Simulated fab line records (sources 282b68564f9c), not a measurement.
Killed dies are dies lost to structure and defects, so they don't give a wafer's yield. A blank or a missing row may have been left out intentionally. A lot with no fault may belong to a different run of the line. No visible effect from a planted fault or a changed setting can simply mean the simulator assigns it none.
Which of the tools did it? :: flow ritCmos :: Sampling: 14 lots, 42 wafers, 4 of 202 route steps

## WHAT THE GAUGES SHOWED, per wafer
RIT_GATE_CD_MEAS_16: the cd target is 150 nm.
lot: L330
measured: day 2 12:24
on: cdSem-01
cdNm (nm): 153.0 150.7 152.2

lot: L331
measured: day 2 17:02
on: cdSem-02
cdNm (nm): 148.9 146.7 146.5

lot: L332
measured: day 2 23:21
on: cdSem-02
cdNm (nm): 148.4 148.7 150.9

lot: L333
measured: day 3 05:01
on: cdSem-01
cdNm (nm): 154.5 151.9 155.3

lot: L334
measured: day 3 09:34
on: cdSem-01
cdNm (nm): 150.9 150.4 151.4

lot: L336
measured: day 3 17:41
on: cdSem-02
cdNm (nm): 152.4 149.2 150.3

lot: L337
measured: day 4 00:05
on: cdSem-02
cdNm (nm): 151.7 150.9 149.0

lot: L339
measured: day 4 09:41
on: cdSem-02
cdNm (nm): 146.5 148.6 145.7

lot: L343
measured: day 5 06:13
on: cdSem-01
cdNm (nm): 151.4 151.9 153.5

lot: L345
measured: day 5 18:15
on: cdSem-02
cdNm (nm): 150.4 148.7 149.0

lot: L346
measured: day 5 21:42
on: cdSem-02
cdNm (nm): 149.3 150.8 151.1

lot: L347
measured: day 6 02:54
on: cdSem-01
cdNm (nm): 152.2 150.8 151.2

lot: L348
measured: day 6 07:29
on: cdSem-01
cdNm (nm): 155.0 154.2 155.5

lot: L352
measured: day 7 03:01
on: cdSem-01
cdNm (nm): 149.2 149.6 151.3

RIT_M1_CD_MEAS_09: the cd target is 2600 nm.
lot: L330
measured: day 3 06:16
on: cdSem-01
cdNm (nm): 2603.2 2600.9 2601.5

lot: L331
measured: day 3 10:20
on: cdSem-01
cdNm (nm): 2597.9 2597.0 2597.8

lot: L332
measured: day 3 17:27
on: cdSem-01
cdNm (nm): 2600.2 2600.0 2601.9

lot: L333
measured: day 3 23:46
on: cdSem-01
cdNm (nm): 2599.4 2601.2 2600.7

lot: L334
measured: day 4 03:05
on: cdSem-01
cdNm (nm): 2602.0 2600.5 2599.3

lot: L336
measured: day 4 11:23
on: cdSem-02
cdNm (nm): 2600.4 2601.6 2598.3

lot: L337
measured: day 4 17:53
on: cdSem-01
cdNm (nm): 2600.4 2598.9 2599.8

lot: L339
measured: day 5 03:27
on: cdSem-02
cdNm (nm): 2600.4 2600.4 2600.6

lot: L343
measured: day 6 01:33
on: cdSem-01
cdNm (nm): 2601.8 2600.1 2600.6

lot: L345
measured: day 6 11:52
on: cdSem-01
cdNm (nm): 2602.9 2601.2 2602.4

lot: L346
measured: day 6 14:54
on: cdSem-02
cdNm (nm): 2600.2 2598.5 2598.5

lot: L347
measured: day 6 20:22
on: cdSem-01
cdNm (nm): 2601.5 2603.0 2603.1

lot: L348
measured: day 7 01:42
on: cdSem-01
cdNm (nm): 2600.9 2601.7 2600.1

lot: L352
measured: day 7 20:33
on: cdSem-01
cdNm (nm): 2602.6 2603.0 2603.3

## WHAT TOOL EACH LOT RAN ON (gives the tool, then ch and the chambers of the sampled wafers, and finally the start)
lot: L330
RIT_PRETRO_STRIP_09: plasmaAsher-02 ch 0,1, day 2 07:29
RIT_PSD_STRIP_09: plasmaAsher-02 ch 0, day 3 00:58

lot: L331
RIT_PRETRO_STRIP_09: plasmaAsher-02 ch 0,1, day 2 12:21
RIT_PSD_STRIP_09: plasmaAsher-04 ch 0,1, day 3 04:59

lot: L332
RIT_PRETRO_STRIP_09: plasmaAsher-04 ch 0, day 2 18:04
RIT_PSD_STRIP_09: plasmaAsher-04 ch 0,1, day 3 11:50

lot: L333
RIT_PRETRO_STRIP_09: plasmaAsher-01 ch 0, day 2 23:25
RIT_PSD_STRIP_09: plasmaAsher-03 ch 0,1, day 3 18:04

lot: L334
RIT_PRETRO_STRIP_09: plasmaAsher-04 ch 1, day 3 03:32
RIT_PSD_STRIP_09: plasmaAsher-04 ch 0,1, day 3 21:22

lot: L336
RIT_PRETRO_STRIP_09: plasmaAsher-04 ch 0,1, day 3 12:55
RIT_PSD_STRIP_09: plasmaAsher-04 ch 0,1, day 4 05:59

lot: L337
RIT_PRETRO_STRIP_09: plasmaAsher-04 ch 0,1, day 3 18:22
RIT_PSD_STRIP_09: plasmaAsher-04 ch 0,1, day 4 12:28

lot: L339
RIT_PRETRO_STRIP_09: plasmaAsher-01 ch 0,1, day 4 04:56
RIT_PSD_STRIP_09: plasmaAsher-04 ch 0,1, day 4 21:45

lot: L343
RIT_PRETRO_STRIP_09: plasmaAsher-02 ch 0,1, day 5 01:08
RIT_PSD_STRIP_09: plasmaAsher-03 ch 0,1, day 5 19:47

lot: L345
RIT_PRETRO_STRIP_09: plasmaAsher-04 ch 0,1, day 5 11:19
RIT_PSD_STRIP_09: plasmaAsher-03 ch 0,1, day 6 06:28

lot: L346
RIT_PRETRO_STRIP_09: plasmaAsher-04 ch 0,1, day 5 16:13
RIT_PSD_STRIP_09: plasmaAsher-04 ch 0,1, day 6 09:22

lot: L347
RIT_PRETRO_STRIP_09: plasmaAsher-01 ch 0,1, day 5 22:07
RIT_PSD_STRIP_09: plasmaAsher-03 ch 0,1, day 6 14:58

lot: L348
RIT_PRETRO_STRIP_09: plasmaAsher-01 ch 0,1, day 6 02:21
RIT_PSD_STRIP_09: plasmaAsher-04 ch 0,1, day 6 20:19

lot: L352
RIT_PRETRO_STRIP_09: plasmaAsher-02 ch 0,1, day 6 22:10
RIT_PSD_STRIP_09: plasmaAsher-02 ch 0,1, day 7 15:19
- RIT_PRETRO_STRIP_09: strips in O2, time 180 s.
- RIT_PSD_STRIP_09: strips in O2, time 180 s.

## WHAT THE TOOLS THEMSELVES READ (means of the sampled wafers that have a number; where no wafer has one, the mark that the record gives instead)
RIT_PRETRO_STRIP_09.
lot: L330
tool: plasmaAsher-02
drypumpMotorCurrentA (A): 5.8
rfReflPowerW (W): 7.6

lot: L331
tool: plasmaAsher-02
drypumpMotorCurrentA (A): 5.3
rfReflPowerW (W): 7.2

lot: L332
tool: plasmaAsher-04
drypumpMotorCurrentA (A): 5.8
rfReflPowerW (W): 4.5

lot: L333
tool: plasmaAsher-01
drypumpMotorCurrentA (A): 5.2
rfReflPowerW (W): 4.4

lot: L334
tool: plasmaAsher-04
drypumpMotorCurrentA (A): 6.5
rfReflPowerW (W): 6.2

lot: L336
tool: plasmaAsher-04
drypumpMotorCurrentA (A): 6.0
rfReflPowerW (W): 5.0

lot: L337
tool: plasmaAsher-04
drypumpMotorCurrentA (A): 6.0
rfReflPowerW (W): 5.2

lot: L339
tool: plasmaAsher-01
drypumpMotorCurrentA (A): 5.5
rfReflPowerW (W): 5.3

lot: L343
tool: plasmaAsher-02
drypumpMotorCurrentA (A): 5.8
rfReflPowerW (W): 7.8

lot: L345
tool: plasmaAsher-04
drypumpMotorCurrentA (A): 6.0
rfReflPowerW (W): 5.3

lot: L346
tool: plasmaAsher-04
drypumpMotorCurrentA (A): 6.3
rfReflPowerW (W): 6.0

lot: L347
tool: plasmaAsher-01
drypumpMotorCurrentA (A): 5.4
rfReflPowerW (W): 5.4

lot: L348
tool: plasmaAsher-01
drypumpMotorCurrentA (A): 5.5
rfReflPowerW (W): 5.4

lot: L352
tool: plasmaAsher-02
drypumpMotorCurrentA (A): 5.3
rfReflPowerW (W): 7.1

RIT_PSD_STRIP_09.
lot: L330
tool: plasmaAsher-02
drypumpMotorCurrentA (A): 6.2
rfReflPowerW (W): 8.4

lot: L331
tool: plasmaAsher-04
drypumpMotorCurrentA (A): 6.3
rfReflPowerW (W): 5.9

lot: L332
tool: plasmaAsher-04
drypumpMotorCurrentA (A): 6.0
rfReflPowerW (W): 5.2

lot: L333
tool: plasmaAsher-03
drypumpMotorCurrentA (A): 5.3
rfReflPowerW (W): 6.7

lot: L334
tool: plasmaAsher-04
drypumpMotorCurrentA (A): 6.3
rfReflPowerW (W): 5.8

lot: L336
tool: plasmaAsher-04
drypumpMotorCurrentA (A): 6.0
rfReflPowerW (W): 5.3

lot: L337
tool: plasmaAsher-04
drypumpMotorCurrentA (A): 6.0
rfReflPowerW (W): 5.2

lot: L339
tool: plasmaAsher-04
drypumpMotorCurrentA (A): 6.0
rfReflPowerW (W): 5.2

lot: L343
tool: plasmaAsher-03
drypumpMotorCurrentA (A): 5.3
rfReflPowerW (W): 6.6

lot: L345
tool: plasmaAsher-03
drypumpMotorCurrentA (A): 5.3
rfReflPowerW (W): 6.7

lot: L346
tool: plasmaAsher-04
drypumpMotorCurrentA (A): 6.0
rfReflPowerW (W): 5.2

lot: L347
tool: plasmaAsher-03
drypumpMotorCurrentA (A): 5.7
rfReflPowerW (W): 5.3

lot: L348
tool: plasmaAsher-04
drypumpMotorCurrentA (A): 6.0
rfReflPowerW (W): 5.1

lot: L352
tool: plasmaAsher-02
drypumpMotorCurrentA (A): 5.3
rfReflPowerW (W): 7.0

## THE ANSWER, worked out from the rows above alone
Rule: usual is defined by the lots themselves. Put in order of their means at a reading, lots are off if they are a third of the lots or fewer, leave a main group of 4 or more, and stand apart from it by a gap of 3 or more times the standard deviation of the main group's means; of several such gaps the widest counts. A main group is skipped when, at the precision printed for the reading in the tables above, its means are all equal. A lot without any number at a reading at which 4 lots or more have one is off too. Where the step has rows for the other lots, those lots are counted as sound. After the gauges, taken in route order, come the tools' own readings; for these a lot's mean is taken, as printed above. At the first step where some lot is off, the reading lying furthest off is the one used; lots without a number count as furthest.
No lot is off on any of the readings shown, so nothing can be concluded from this.

## WHAT THE SIMULATOR PUT IN
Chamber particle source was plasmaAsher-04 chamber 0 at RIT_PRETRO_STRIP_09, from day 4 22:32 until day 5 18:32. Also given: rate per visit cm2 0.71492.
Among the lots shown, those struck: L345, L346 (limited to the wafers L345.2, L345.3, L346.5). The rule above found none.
